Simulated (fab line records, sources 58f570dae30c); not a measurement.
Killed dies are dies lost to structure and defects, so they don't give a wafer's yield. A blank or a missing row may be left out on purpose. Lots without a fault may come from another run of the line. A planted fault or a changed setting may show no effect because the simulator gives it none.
Which tool did it? | flow berkeley_cmos170 | 7 lots, 21 wafers sampled, at 4 steps of a route of 331

WHAT THE GAUGES READ, wafer by wafer
UCB170_SDANNEAL_RS_MEAS_03: measures by four-point-probe.
lot  | measured     | on            | NSD_RS (ohm/sq)
L925 | day 7 23:35  | film_metro-02 | 37.25 37.20 37.24
L928 | day 9 03:47  | film_metro-02 | 37.14 37.19 37.17
L930 | day 9 03:20  | film_metro-03 | 37.21 37.29 37.38
L933 | day 10 00:34 | film_metro-01 | 37.20 37.20 37.21
L935 | day 10 00:43 | film_metro-02 | 37.20 37.25 37.15
L942 | day 11 21:01 | film_metro-02 | 33.11 33.00 33.03
L946 | day 12 13:22 | film_metro-03 | 37.20 37.23 37.25

WHICH TOOL RAN EACH LOT (tool, then ch and the chambers of the sampled wafers, then the start)
lot  | UCB170_ZERO_STRIP_07                | UCB170_NSD_IMPLANT_08           | UCB170_NSD_STRIP_09
L925 | plasma_asher-03 ch 0,1, day 2 04:28 | implanter-03 ch 0, day 7 21:57  | plasma_asher-04 ch 0,1, day 7 22:04
L928 | plasma_asher-03 ch 0,1, day 2 21:23 | implanter-04 ch 0, day 9 01:55  | plasma_asher-01 ch 0,1, day 9 02:04
L930 | plasma_asher-01 ch 0,1, day 3 05:53 | implanter-03 ch 0, day 9 01:42  | plasma_asher-03 ch 0,1, day 9 01:51
L933 | plasma_asher-01 ch 0,1, day 3 23:42 | implanter-04 ch 0, day 9 22:57  | plasma_asher-01 ch 0,1, day 9 23:04
L935 | plasma_asher-01 ch 0, day 4 07:17   | implanter-03 ch 0, day 9 23:00  | plasma_asher-03 ch 0,1, day 9 23:07
L942 | plasma_asher-03 ch 0,1, day 5 20:35 | implanter-03 ch 0, day 11 17:46 | plasma_asher-01 ch 0,1, day 11 17:55
L946 | plasma_asher-02 ch 0,1, day 6 20:23 | implanter-04 ch 0, day 12 11:29 | plasma_asher-03 ch 0,1, day 12 11:37
- UCB170_ZERO_STRIP_07: strips in O2.
- UCB170_NSD_IMPLANT_08
- UCB170_NSD_STRIP_09: strips in O2.

THE ANSWER, worked out from the rows above alone
Rule: what is usual is taken from the lots themselves. Put in order of their means at a reading, lots are off if they are a third of the lots or fewer, leave a main group of 4 or more, and stand apart from it by a gap of 3 or more times the standard deviation of the main group's means; of several such gaps the widest counts. A main group whose means are all the same, to the digits that the tables above print for the reading, isn't used. A lot without any number at a reading at which 4 lots or more have one is off too. The other lots that the step has rows for count as sound.
Off: L942, at UCB170_SDANNEAL_RS_MEAS_03 (NSD_RS). The main group: mean 37.22 ohm/sq, standard deviation 0.039.
A tool fits if, at a process step before that reading, it ran every lot that is off, and no sound lot after the first of them. The gauges at UCB170_SDANNEAL_RS_MEAS_03 are tried like those tools. Can't be told from this: 4 tools fit, plasma_asher-03 at UCB170_ZERO_STRIP_07, implanter-03 at UCB170_NSD_IMPLANT_08, plasma_asher-01 at UCB170_NSD_STRIP_09, film_metro-02 at UCB170_SDANNEAL_RS_MEAS_03.

WHAT THE SIMULATOR HAD PUT IN
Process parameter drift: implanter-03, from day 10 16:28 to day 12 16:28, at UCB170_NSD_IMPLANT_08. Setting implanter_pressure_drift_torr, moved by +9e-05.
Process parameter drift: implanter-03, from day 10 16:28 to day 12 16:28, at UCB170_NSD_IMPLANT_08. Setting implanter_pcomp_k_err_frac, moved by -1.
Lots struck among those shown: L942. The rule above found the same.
